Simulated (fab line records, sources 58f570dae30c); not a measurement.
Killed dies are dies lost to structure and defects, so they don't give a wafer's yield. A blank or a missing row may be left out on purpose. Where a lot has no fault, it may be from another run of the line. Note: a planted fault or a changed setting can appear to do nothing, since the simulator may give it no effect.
Which of the tools did it?	flow berkeley-cmos170	42 wafers from 14 lots sampled at 4 of the route's 331 steps

== WHAT THE GAUGES READ, wafer by wafer ==
UCB170_NLDD_TW_MEAS_11. Usual: for NLDD_TW the level is 2235 and the standard deviation is 15.
lot	measured	on	NLDD_TW	flag
L450	day 7 05:43	film-metro-01	2239 2242 2231	
L451	day 7 11:01	film-metro-03	2224 2245 2239	
L452	day 7 05:22	film-metro-01	2223 2239 2249	
L453	day 7 10:28	film-metro-01	2246 2232 2236	
L456	day 8 10:20	film-metro-02	2207 2207 2200	
L463	day 9 18:44	film-metro-01	2246 2243 2253	
L464	day 10 07:29	film-metro-03	2249 2231 2253	
L467	day 10 17:44	film-metro-03	2249 2255 2254	
L468	day 10 17:55	film-metro-02	2205 2219 2201	
L469	day 11 01:58	film-metro-03	2238 2238 2235	
L472	day 11 17:12	film-metro-03	2242 2241 2228	
L473	day 12 05:34	film-metro-01	2253 2258 2247	

== WHAT TOOL EACH LOT RAN ON (gives the tool, then ch and the chambers of the sampled wafers, and finally the start) ==
lot	UCB170_ZERO_STRIP_07	UCB170_PWELL_PEB_11	UCB170_PLDD_STRIP_10
L450	plasma-asher-04 ch 0,1, day 2 02:04	litho-track-02 ch 0, day 3 11:35	plasma-asher-03 ch 0,1, day 7 03:08
L451	plasma-asher-03 ch 0, day 2 02:18	litho-track-03 ch 0, day 3 11:38	plasma-asher-04 ch 0,1, day 7 09:08
L452	plasma-asher-03 ch 0,1, day 2 09:01	litho-track-01 ch 0, day 3 11:28	plasma-asher-04 ch 0,1, day 7 02:58
L453	plasma-asher-01 ch 0,1, day 2 12:50	litho-track-01 ch 0, day 3 18:48	plasma-asher-04 ch 0,1, day 7 08:35
L456	plasma-asher-01 ch 0,1, day 3 03:50	litho-track-03 ch 0, day 4 15:13	plasma-asher-01 ch 0,1, day 8 07:35
L458	plasma-asher-04 ch 0,1, day 3 14:38	litho-track-01, day 5 01:44	-
L459	plasma-asher-03 ch 0,1, day 3 20:07	litho-track-02, day 5 01:35	-
L463	plasma-asher-01 ch 0,1, day 4 15:41	litho-track-02 ch 0, day 5 20:18	plasma-asher-04 ch 0,1, day 9 16:23
L464	plasma-asher-03 ch 1, day 4 18:11	litho-track-01 ch 0, day 6 07:34	plasma-asher-04 ch 0,1, day 10 04:55
L467	plasma-asher-04 ch 0,1, day 5 11:13	litho-track-03 ch 0, day 6 19:52	plasma-asher-03 ch 0,1, day 10 15:41
L468	plasma-asher-01 ch 0,1, day 5 11:29	litho-track-02 ch 0, day 6 19:38	plasma-asher-04 ch 0,1, day 10 16:01
L469	plasma-asher-04 ch 0, day 5 20:17	litho-track-03 ch 0, day 7 06:08	plasma-asher-01 ch 1, day 11 00:05
L472	plasma-asher-01 ch 0,1, day 6 09:53	litho-track-01 ch 0, day 7 19:14	plasma-asher-04 ch 0,1, day 11 15:19
L473	plasma-asher-04 ch 0,1, day 6 17:05	litho-track-01 ch 0, day 8 03:17	plasma-asher-01 ch 0,1, day 12 02:34
- UCB170_ZERO_STRIP_07: strips in O2.
- UCB170_PWELL_PEB_11
- UCB170_PLDD_STRIP_10: strips in O2.

== WHAT THE TOOLS THEMSELVES READ (means of the sampled wafers that have a number; where no wafer has one, the mark that the record gives instead) ==
UCB170_ZERO_STRIP_07. Usual: drypump-motor-current-A 5.8 A, standard deviation 0.41; oes-product-au 0.727 a.u., standard deviation 0.0046; strip-time-to-endpoint-s 21.50 s, standard deviation 0.069.
lot	tool	drypump-motor-current-A (A)	oes-product-au (a.u.)	strip-time-to-endpoint-s (s)	flag
L450	plasma-asher-04	5.5	0.727	21.54	
L451	plasma-asher-03	5.9	0.727	21.54	
L452	plasma-asher-03	6.0	0.727	21.45	
L453	plasma-asher-01	5.4	0.726	21.55	
L456	plasma-asher-01	5.6	0.726	21.52	
L458	plasma-asher-04	5.7	0.725	21.37	
L459	plasma-asher-03	6.2	0.723	21.46	
L463	plasma-asher-01	5.6	0.728	21.49	
L464	plasma-asher-03	6.3	0.726	21.41	
L467	plasma-asher-04	5.7	0.728	21.46	
L468	plasma-asher-01	5.6	0.725	21.52	
L469	plasma-asher-04	5.2	0.726	21.56	
L472	plasma-asher-01	5.6	0.727	21.61	
L473	plasma-asher-04	5.8	0.729	21.42	

UCB170_PWELL_PEB_11. Usual: chill-plate-temp-C 23.00 C, standard deviation 0.11; exhaust-pa 45.2 Pa, standard deviation 0.93.
lot	tool	chill-plate-temp-C (C)	exhaust-pa (Pa)	flag
L450	litho-track-02	23.01	45.9	
L451	litho-track-03	23.14	44.8	
L452	litho-track-01	23.04	44.0	
L453	litho-track-01	23.11	45.9	
L456	litho-track-03	22.90	45.3	
L458	litho-track-01	-	-	OFF
L459	litho-track-02	-	-	OFF
L463	litho-track-02	22.75	44.1	
L464	litho-track-01	23.01	45.0	
L467	litho-track-03	23.11	46.2	
L468	litho-track-02	23.07	44.4	
L469	litho-track-03	23.06	46.2	
L472	litho-track-01	23.02	45.6	
L473	litho-track-01	23.00	46.1	

UCB170_PLDD_STRIP_10. Usual: drypump-motor-current-A 5.7 A, standard deviation 0.4; oes-product-au 0.735 a.u., standard deviation 0.0044; strip-time-to-endpoint-s 21.75 s, standard deviation 0.058.
lot	tool	drypump-motor-current-A (A)	oes-product-au (a.u.)	strip-time-to-endpoint-s (s)	flag
L450	plasma-asher-03	6.0	0.733	21.81	
L451	plasma-asher-04	5.5	0.733	21.76	
L452	plasma-asher-04	5.7	0.734	21.74	
L453	plasma-asher-04	5.5	0.733	21.80	
L456	plasma-asher-01	5.6	0.727	21.74	
L463	plasma-asher-04	5.5	0.733	21.81	
L464	plasma-asher-04	5.5	0.738	21.77	
L467	plasma-asher-03	6.0	0.735	21.75	
L468	plasma-asher-04	5.5	0.730	21.61	
L469	plasma-asher-01	5.2	0.734	21.79	
L472	plasma-asher-04	5.5	0.732	21.78	
L473	plasma-asher-01	5.6	0.734	21.77	

== THE ANSWER, worked out from the rows above alone ==
Rule: a lot is off if the mean of its wafers that have a number lies more than 3 standard deviations from the usual mean. A lot without any number at a reading at which 4 lots or more have one is off too. The other lots that the step has rows for count as sound. After the gauges, taken in route order, come the tools' own readings; for these a lot's mean is taken, as printed above. The first step at which some lot is off is used, and at that step the reading that is off furthest; a lot without a number counts as furthest.
Off: L458, L459 (UCB170_PWELL_PEB_11, chill-plate-temp-C). Without a number there: L458, L459.
If a tool, at that step or one of the process steps before it, ran each lot that is off and ran no sound lot following the first of them, it fits. No candidate that was tried fits.

== WHAT WAS PUT IN BY THE SIMULATOR ==
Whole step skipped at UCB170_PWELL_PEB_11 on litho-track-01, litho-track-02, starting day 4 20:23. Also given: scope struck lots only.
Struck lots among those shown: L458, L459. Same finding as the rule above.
